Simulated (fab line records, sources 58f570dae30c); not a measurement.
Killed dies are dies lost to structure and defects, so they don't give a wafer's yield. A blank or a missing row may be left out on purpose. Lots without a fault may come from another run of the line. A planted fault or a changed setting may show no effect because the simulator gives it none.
Which tool did it? | flow berkeley_cmos170 | 14 lots, 42 wafers sampled, at 5 steps of a route of 331

WHAT THE GAUGES READ, wafer by wafer
UCB170_NWELL_OVL_MEAS_12.
lot  | measured    | on         | NWELL_OVL (nm)
L152 | day 2 16:50 | overlay-01 | -9 -8 -6
L153 | day 2 19:52 | overlay-01 | -2 -6 -5
L155 | day 3 06:43 | overlay-02 | -2 -3 -10
L161 | day 4 18:31 | overlay-02 | 1 5 2
L162 | day 4 18:47 | overlay-02 | 3 1 3
L163 | day 5 06:21 | overlay-01 | -2 -2 -2
L164 | day 5 06:05 | overlay-02 | -12 -14 -7
L165 | day 5 13:20 | overlay-01 | -7 -11 0
L166 | day 5 20:02 | overlay-02 | 7 2 2
L167 | day 5 22:03 | overlay-01 | -2 7 3
L168 | day 6 01:20 | overlay-02 | 0 -5 -10
L169 | day 6 08:44 | overlay-02 | -5 -2 0
L171 | day 6 16:52 | overlay-02 | 5 -3 6
L172 | day 7 01:27 | overlay-01 | 2 6 6

UCB170_PWELL_TW_MEAS_17.
lot  | measured    | on            | PWELL_TW
L152 | day 3 10:29 | film_metro-04 | 379.7 379.8 379.6
L153 | day 3 10:37 | film_metro-03 | 381.1 380.5 383.5
L155 | day 4 02:19 | film_metro-03 | 376.0 377.9 376.5
L161 | day 5 15:48 | film_metro-03 | 376.8 378.7 376.5
L162 | day 5 15:38 | film_metro-01 | 381.6 380.6 382.5
L163 | day 6 00:58 | film_metro-04 | 380.2 377.7 381.6
L164 | day 6 05:51 | film_metro-03 | 376.9 377.2 376.0
L165 | day 6 08:05 | film_metro-03 | 377.4 378.3 380.0
L166 | day 6 15:37 | film_metro-03 | 375.1 376.4 376.8
L167 | day 6 15:46 | film_metro-04 | 378.6 379.9 379.2
L168 | day 6 18:03 | film_metro-01 | 385.1 382.0 384.4
L169 | day 7 06:31 | film_metro-04 | 376.9 376.5 377.9
L171 | day 7 11:08 | film_metro-03 | 377.2 377.6 378.7
L172 | day 7 19:44 | film_metro-01 | 381.3 381.5 382.0

UCB170_PFIELD_OVL_MEAS_06.
lot  | measured    | on         | PFIELD_OVL (nm)
L152 | day 4 17:29 | overlay-02 | -2 -2 0
L153 | day 4 17:06 | overlay-01 | 3 1 7
L155 | day 5 06:28 | overlay-02 | 2 2 -3
L161 | day 6 22:40 | overlay-01 | - - -
L162 | day 6 23:09 | overlay-02 | - - -
L163 | day 7 08:07 | overlay-02 | 5 -5 -3
L164 | day 7 12:11 | overlay-02 | -5 6 -2
L165 | day 7 12:28 | overlay-01 | 5 -2 2
L166 | day 7 22:46 | overlay-01 | -2 -1 -3
L167 | day 7 22:49 | overlay-01 | -2 8 -3
L168 | day 8 01:38 | overlay-01 | -9 -3 -2
L169 | day 8 15:40 | overlay-02 | 4 -2 -2
L171 | day 8 22:50 | overlay-02 | 2 2 5
L172 | day 9 07:20 | overlay-01 | 4 -10 -6

WHICH TOOL RAN EACH LOT (tool, then ch and the chambers of the sampled wafers, then the start)
lot  | UCB170_ZERO_ETCH_06               | UCB170_PFIELD_COAT_01
L152 | rie_diel-03 ch 1,2, day 2 05:52   | litho_track-01 ch 0, day 4 16:16
L153 | rie_diel-04 ch 1,2,3, day 2 09:30 | litho_track-01 ch 0, day 4 15:49
L155 | rie_diel-03 ch 1,2, day 2 19:09   | litho_track-01 ch 0, day 5 05:44
L161 | rie_diel-03 ch 0,1,2, day 4 03:21 | litho_track-01, day 6 21:58
L162 | rie_diel-03 ch 1,2,3, day 4 06:40 | litho_track-04, day 6 22:20
L163 | rie_diel-02 ch 0,1, day 4 16:49   | litho_track-01 ch 0, day 7 06:55
L164 | rie_diel-03 ch 1,2,3, day 4 16:56 | litho_track-04 ch 0, day 7 11:31
L165 | rie_diel-03 ch 0,1,3, day 5 02:47 | litho_track-01 ch 0, day 7 11:29
L166 | rie_diel-04 ch 0,1,3, day 5 05:55 | litho_track-04 ch 0, day 7 21:40
L167 | rie_diel-04 ch 1,2,3, day 5 09:26 | litho_track-02 ch 0, day 7 21:43
L168 | rie_diel-04 ch 2,3, day 5 13:22   | litho_track-04 ch 0, day 8 00:57
L169 | rie_diel-02 ch 0,1,3, day 5 18:59 | litho_track-02 ch 0, day 8 14:54
L171 | rie_diel-04 ch 2,3, day 6 04:16   | litho_track-01 ch 0, day 8 22:02
L172 | rie_diel-03 ch 0,1,3, day 6 11:40 | litho_track-02 ch 0, day 9 06:31
- UCB170_ZERO_ETCH_06: etches SiO2 in CHF3/CF4/Ar, time 12 s.
- UCB170_PFIELD_COAT_01: resist thk 900 nm.

WHAT THE TOOLS THEMSELVES READ (means of the sampled wafers that have a number; where no wafer has one, the mark that the record gives instead)
UCB170_ZERO_ETCH_06.
lot  | tool        | drypump_motor_current_A (A) | oes_product_au (a.u.) | throttle_valve_pct (%)
L152 | rie_diel-03 | 5.7                         | 0.620                 | 9.16
L153 | rie_diel-04 | 5.6                         | 0.609                 | 9.32
L155 | rie_diel-03 | 5.7                         | 0.616                 | 9.15
L161 | rie_diel-03 | 5.6                         | 0.625                 | 9.20
L162 | rie_diel-03 | 5.6                         | 0.621                 | 9.17
L163 | rie_diel-02 | 5.3                         | 0.605                 | 9.39
L164 | rie_diel-03 | 5.5                         | 0.617                 | 9.17
L165 | rie_diel-03 | 5.5                         | 0.627                 | 9.20
L166 | rie_diel-04 | 5.8                         | 0.608                 | 9.34
L167 | rie_diel-04 | 5.6                         | 0.604                 | 9.31
L168 | rie_diel-04 | 5.4                         | 0.612                 | 9.34
L169 | rie_diel-02 | 5.3                         | 0.609                 | 9.31
L171 | rie_diel-04 | 5.5                         | 0.618                 | 9.25
L172 | rie_diel-03 | 5.5                         | 0.622                 | 9.19

UCB170_PFIELD_COAT_01.
lot  | tool           | chill_plate_temp_C (C) | dispense_pressure_kPa (kPa)
L152 | litho_track-01 | 23.07                  | 46
L153 | litho_track-01 | 23.12                  | 46
L155 | litho_track-01 | 23.07                  | 46
L161 | litho_track-01 | -                      | -
L162 | litho_track-04 | -                      | -
L163 | litho_track-01 | 23.04                  | 46
L164 | litho_track-04 | 22.88                  | 53
L165 | litho_track-01 | 23.13                  | 46
L166 | litho_track-04 | 23.08                  | 53
L167 | litho_track-02 | 22.89                  | 53
L168 | litho_track-04 | 23.01                  | 53
L169 | litho_track-02 | 22.95                  | 53
L171 | litho_track-01 | 23.11                  | 46
L172 | litho_track-02 | 22.89                  | 53

THE ANSWER, worked out from the rows above alone
Rule: what is usual is taken from the lots themselves. Put in order of their means at a reading, lots are off if they are a third of the lots or fewer, leave a main group of 4 or more, and stand apart from it by a gap of 3 or more times the standard deviation of the main group's means; of several such gaps the widest counts. A main group whose means are all the same, to the digits that the tables above print for the reading, isn't used. A lot without any number at a reading at which 4 lots or more have one is off too. The other lots that the step has rows for count as sound. The gauges are gone through in route order, then the tools' own readings, and for those a lot's mean is taken as printed above. The first step at which some lot is off is used, and at that step the reading that is off furthest; a lot without a number counts as furthest.
Off: L161, L162, at UCB170_PFIELD_OVL_MEAS_06 (PFIELD_OVL). Without a number there: L161, L162. The main group: mean -0 nm, standard deviation 2.4.
A tool fits if, at a process step before that reading, it ran every lot that is off, and no sound lot after the first of them. The gauges at UCB170_PFIELD_OVL_MEAS_06 aren't tried: what is off there is off at UCB170_PFIELD_COAT_01 too, on other tools, and a gauge's error can't cause that. None of those tried fits.

WHAT THE SIMULATOR HAD PUT IN
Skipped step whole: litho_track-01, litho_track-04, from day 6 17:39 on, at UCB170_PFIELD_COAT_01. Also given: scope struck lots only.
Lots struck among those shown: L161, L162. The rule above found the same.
